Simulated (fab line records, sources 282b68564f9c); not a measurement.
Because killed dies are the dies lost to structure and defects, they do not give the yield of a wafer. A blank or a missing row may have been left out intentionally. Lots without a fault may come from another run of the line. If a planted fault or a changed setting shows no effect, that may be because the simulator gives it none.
Which of the tools did it? + flow ritCmos + 39 wafers from 13 lots sampled at 2 of the route's 202 steps

WHAT EACH GAUGE READ, for each wafer
RIT_GATE_THK_MEAS_09.
| lot  | measured    | on           | GATE_POLY_THK (nm) |
|------|-------------|--------------|--------------------|
| L807 | day 2 12:22 | filmMetro-01 | 250.1 249.3 251.6  |
| L808 | day 2 17:20 | filmMetro-02 | 247.4 248.2 249.1  |
| L810 | day 3 03:08 | filmMetro-03 | 250.1 249.5 249.9  |
| L813 | day 3 18:20 | filmMetro-03 | 250.5 254.6 251.4  |
| L815 | day 4 04:37 | filmMetro-01 | 246.4 249.0 249.6  |
| L816 | day 4 10:51 | filmMetro-01 | 313.0 311.5 315.3  |
| L819 | day 5 00:59 | filmMetro-01 | 250.7 251.2 250.5  |
| L820 | day 5 09:06 | filmMetro-02 | 252.2 252.6 252.5  |
| L821 | day 5 16:39 | filmMetro-03 | 253.2 252.3 253.0  |
| L824 | day 6 03:01 | filmMetro-03 | 249.1 249.4 250.1  |
| L825 | day 6 15:26 | filmMetro-02 | 251.9 253.0 251.2  |
| L827 | day 6 18:59 | filmMetro-01 | 252.9 252.7 250.3  |
| L830 | day 7 18:25 | filmMetro-03 | 252.9 250.3 251.7  |

WHICH TOOL RAN EACH LOT (tool, then ch and the chambers of the sampled wafers, then the start)
| lot  | RIT_GATE_CVD_08            |
|------|----------------------------|
| L807 | lpcvd-01 ch 1, day 2 10:44 |
| L808 | lpcvd-02 ch 0, day 2 15:43 |
| L810 | lpcvd-02 ch 1, day 3 01:30 |
| L813 | lpcvd-01 ch 0, day 3 16:43 |
| L815 | lpcvd-01 ch 1, day 4 02:59 |
| L816 | lpcvd-02 ch 1, day 4 09:13 |
| L819 | lpcvd-01 ch 1, day 4 23:22 |
| L820 | lpcvd-01 ch 0, day 5 07:28 |
| L821 | lpcvd-01 ch 0, day 5 15:02 |
| L824 | lpcvd-01 ch 0, day 6 01:23 |
| L825 | lpcvd-01 ch 0, day 6 13:49 |
| L827 | lpcvd-01 ch 1, day 6 17:22 |
| L830 | lpcvd-02 ch 1, day 7 16:47 |
- RIT_GATE_CVD_08: deposits poly-Si from SiH4, target thk 250 nm, time 2220 s.

WHAT THE TOOLS THEMSELVES READ (means of the sampled wafers that have a number; where no wafer has one, the mark that the record gives instead)
RIT_GATE_CVD_08.
| lot  | tool     | zonePowerLoadPct (%) |
|------|----------|----------------------|
| L807 | lpcvd-01 | 12.0                 |
| L808 | lpcvd-02 | 14.0                 |
| L810 | lpcvd-02 | 10.1                 |
| L813 | lpcvd-01 | 11.3                 |
| L815 | lpcvd-01 | 12.1                 |
| L816 | lpcvd-02 | 10.1                 |
| L819 | lpcvd-01 | 12.1                 |
| L820 | lpcvd-01 | 11.3                 |
| L821 | lpcvd-01 | 11.3                 |
| L824 | lpcvd-01 | 11.3                 |
| L825 | lpcvd-01 | 11.3                 |
| L827 | lpcvd-01 | 11.9                 |
| L830 | lpcvd-02 | 10.1                 |

THE ANSWER, worked out from the rows above alone
Rule: the usual values come from the lots themselves. The widest of any qualifying gaps counts: lots, ordered by their means at a reading, are off when they make up no more than a third of the lots, leave a main group of 4 or more, and stand apart from it by 3 or more times the standard deviation of that group's means. A main group is skipped when, at the precision printed for the reading in the tables above, its means are all equal. Also off: a lot with no number at a reading for which 4 or more lots have one. Where the step has rows for the other lots, those lots are counted as sound. First the gauges in route order, then the tools' own readings, where a lot's mean is used as printed above. The first step at which some lot is off is used, and at that step the reading that is off furthest; a lot without a number counts as furthest.
Off: L816, seen at RIT_GATE_THK_MEAS_09 (GATE_POLY_THK). Mean 250.8 nm and standard deviation 1.5 in the main group.
If a tool, at a process step before that reading, ran all the lots that are off and no sound lot after the first of them, it fits. The gauges at RIT_GATE_THK_MEAS_09 are tried like those tools. Of those tried, none fits.

WHAT WAS PUT IN BY THE SIMULATOR
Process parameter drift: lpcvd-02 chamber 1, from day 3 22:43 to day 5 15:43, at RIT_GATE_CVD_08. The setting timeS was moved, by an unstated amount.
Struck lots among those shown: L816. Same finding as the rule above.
